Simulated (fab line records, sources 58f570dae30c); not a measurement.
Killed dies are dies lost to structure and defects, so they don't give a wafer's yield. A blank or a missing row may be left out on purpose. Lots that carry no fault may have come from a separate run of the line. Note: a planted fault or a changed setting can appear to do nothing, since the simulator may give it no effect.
Which tool did it? | flow berkeleyCmos170 | 42 wafers from 14 lots sampled at 4 of the route's 331 steps

WHAT THE GAUGES SHOWED, per wafer
UCB170_M3_CD_MEAS_15: target cd 700 nm. Usual: cdNm reads 700.2 nm (standard deviation 1.6).
lot  | measured     | on       | cdNm (nm)         | flag
L856 | day 9 02:42  | cdSem-02 | 701.3 700.7 699.3 | 
L859 | day 9 14:32  | cdSem-02 | 702.2 701.1 701.0 | 
L860 | day 9 15:12  | cdSem-02 | 701.1 702.5 702.1 | 
L858 | day 9 16:24  | cdSem-01 | 700.0 699.0 700.5 | 
L857 | day 9 17:11  | cdSem-02 | 702.2 702.5 702.2 | 
L861 | day 9 18:07  | cdSem-01 | 698.6 697.2 699.0 | 
L866 | day 11 04:37 | cdSem-01 | 700.6 700.0 698.3 | 
L867 | day 11 10:55 | cdSem-01 | 701.2 701.3 702.0 | 
L868 | day 11 14:17 | cdSem-02 | 699.7 698.8 699.7 | 
L873 | day 12 21:33 | cdSem-01 | 699.3 699.6 700.1 | 
L875 | day 13 11:58 | cdSem-01 | 702.8 701.9 701.1 | 
L876 | day 13 20:35 | cdSem-01 | 700.3 701.5 701.3 | 
L877 | day 14 02:23 | cdSem-02 | 701.0 699.8 701.1 | 
L879 | day 14 14:34 | cdSem-01 | 698.8 700.4 700.0 | 

UCB170_M3_OVL_MEAS_16. Usual: M3_OVL gives -1 nm (standard deviation 5.2).
lot  | measured     | on         | M3_OVL (nm) | flag
L856 | day 9 02:48  | overlay-01 | 2 -7 4      | 
L859 | day 9 14:40  | overlay-01 | -1 3 1      | 
L860 | day 9 15:19  | overlay-01 | -6 2 3      | 
L858 | day 9 16:31  | overlay-01 | -5 7 -10    | 
L857 | day 9 17:17  | overlay-01 | -6 -2 1     | 
L861 | day 9 18:12  | overlay-02 | -3 -4 -1    | 
L866 | day 11 04:43 | overlay-01 | -13 -9 -11  | 
L867 | day 11 11:01 | overlay-02 | -7 -13 -3   | 
L868 | day 11 14:23 | overlay-01 | 6 7 -2      | 
L873 | day 12 21:40 | overlay-02 | -9 0 3      | 
L875 | day 13 12:03 | overlay-02 | 0 -6 0      | 
L876 | day 13 20:43 | overlay-01 | 5 0 5       | 
L877 | day 14 02:29 | overlay-01 | -8 -10 -5   | 
L879 | day 14 14:41 | overlay-02 | -5 0 -2     | 

WHICH TOOL RAN EACH LOT (tool, then ch and the chambers of the sampled wafers, then the start)
lot  | UCB170_V1_CMP_02              | UCB170_M2_METAL_ETCH_18
L856 | cmp-02 ch 0,1,3, day 8 16:24  | rieMetal-04 ch 0,1, day 8 21:12
L859 | cmp-02 ch 0,1,3, day 9 02:23  | rieMetal-04 ch 0,1, day 9 08:45
L860 | cmp-01 ch 0,2,3, day 9 04:32  | rieMetal-02 ch 0,1, day 9 09:39
L858 | cmp-02 ch 1,2,3, day 9 05:49  | rieMetal-03 ch 0,1, day 9 11:06
L857 | cmp-01 ch 1,2, day 9 05:52    | rieMetal-04 ch 0, day 9 11:16
L861 | cmp-02 ch 1,2,3, day 9 06:10  | rieMetal-03 ch 0,1, day 9 12:00
L866 | cmp-02 ch 2,3, day 10 16:08   | rieMetal-04 ch 0,1, day 10 20:36
L867 | cmp-02 ch 0,3, day 11 00:55   | rieMetal-04 ch 0, day 11 05:59
L868 | cmp-02 ch 0,2,3, day 11 03:44 | rieMetal-03 ch 0,1, day 11 08:30
L873 | cmp-01 ch 0,1,3, day 12 05:35 | rieMetal-03 ch 0,1, day 12 13:58
L875 | cmp-01 ch 1,2, day 13 02:04   | rieMetal-02 ch 0,1, day 13 06:56
L876 | cmp-01 ch 0,3, day 13 10:30   | rieMetal-04 ch 1, day 13 15:01
L877 | cmp-01 ch 2,3, day 13 14:10   | rieMetal-02 ch 0,1, day 13 19:14
L879 | cmp-01 ch 1,2,3, day 14 00:01 | rieMetal-04 ch 0,1, day 14 05:23
- UCB170_V1_CMP_02: polishes SiO2.
- UCB170_M2_METAL_ETCH_18: etches Al in Cl2/BCl3, stops on SiO2, target depth 1170 nm, time 195 s.

WHAT THE TOOLS THEMSELVES READ (means of the sampled wafers that have a number; where no wafer has one, the mark that the record gives instead)
UCB170_V1_CMP_02. Usual: motorCurrentA 17.1 A, standard deviation 2; slurryFilterDpKPa 13.49 kPa, standard deviation 0.13.
lot  | tool   | motorCurrentA (A) | slurryFilterDpKPa (kPa) | flag
L856 | cmp-02 | 15.9              | 13.53                   | 
L859 | cmp-02 | 16.0              | 13.50                   | 
L860 | cmp-01 | 18.1              | 13.45                   | 
L858 | cmp-02 | 17.1              | 13.41                   | 
L857 | cmp-01 | 18.7              | 13.46                   | 
L861 | cmp-02 | 16.9              | 13.52                   | 
L866 | cmp-02 | 17.3              | 13.45                   | 
L867 | cmp-02 | 15.2              | 13.52                   | 
L868 | cmp-02 | 16.6              | 13.49                   | 
L873 | cmp-01 | 19.1              | 13.44                   | 
L875 | cmp-01 | 17.1              | 13.50                   | 
L876 | cmp-01 | 18.5              | 13.46                   | 
L877 | cmp-01 | 17.2              | 13.32                   | 
L879 | cmp-01 | 17.7              | 13.67                   | 

UCB170_M2_METAL_ETCH_18. Usual: bcl3FlowSccm 45.02 sccm, standard deviation 0.14; drypumpMotorCurrentA 5.6 A, standard deviation 0.5; mfcCl2Sccm 90.01 sccm, standard deviation 0.25; oesProductAu 0.847 a.u., standard deviation 0.011; throttleValvePct 24.3 %, standard deviation 0.31.
lot  | tool        | bcl3FlowSccm (sccm) | drypumpMotorCurrentA (A) | mfcCl2Sccm (sccm) | oesProductAu (a.u.) | throttleValvePct (%) | flag
L856 | rieMetal-04 | 45.13               | 5.5                      | 89.98             | 0.834               | 24.0                 | 
L859 | rieMetal-04 | 44.66               | 5.5                      | 90.08             | 0.838               | 24.0                 | 
L860 | rieMetal-02 | 45.01               | 6.0                      | 89.89             | 0.849               | 24.4                 | 
L858 | rieMetal-03 | 45.01               | 5.8                      | 89.96             | 0.862               | 24.6                 | 
L857 | rieMetal-04 | 44.96               | 5.7                      | 89.84             | 0.839               | 24.0                 | 
L861 | rieMetal-03 | 44.91               | 5.7                      | 90.02             | 0.856               | 24.5                 | 
L866 | rieMetal-04 | 45.22               | 5.2                      | 90.01             | 0.842               | 24.0                 | 
L867 | rieMetal-04 | 45.14               | 5.7                      | 89.75             | 0.843               | 24.0                 | 
L868 | rieMetal-03 | 45.00               | 5.7                      | 90.06             | 0.859               | 24.5                 | 
L873 | rieMetal-03 | 44.94               | 5.8                      | 90.27             | 0.843               | 24.6                 | 
L875 | rieMetal-02 | 45.02               | 6.0                      | 90.42             | 0.858               | 24.4                 | 
L876 | rieMetal-04 | 44.96               | 5.0                      | 90.10             | 0.838               | 24.0                 | 
L877 | rieMetal-02 | 44.99               | 6.0                      | 90.03             | 0.852               | 24.4                 | 
L879 | rieMetal-04 | 45.12               | 5.2                      | 89.84             | 0.832               | 24.0                 | 

THE ANSWER, worked out from the rows above alone
Rule: a lot is off if the mean of its wafers that have a number lies more than 3 standard deviations from the usual mean. Also off: a lot with no number at a reading for which 4 or more lots have one. All remaining lots with rows at the step are treated as sound. After the gauges, taken in route order, come the tools' own readings; for these a lot's mean is taken, as printed above. The first step at which some lot is off is used, and at that step the reading that is off furthest; a lot without a number counts as furthest.
No lot is off at any reading shown: from this, nothing can be told.

WHAT HAD BEEN PUT IN BY THE SIMULATOR
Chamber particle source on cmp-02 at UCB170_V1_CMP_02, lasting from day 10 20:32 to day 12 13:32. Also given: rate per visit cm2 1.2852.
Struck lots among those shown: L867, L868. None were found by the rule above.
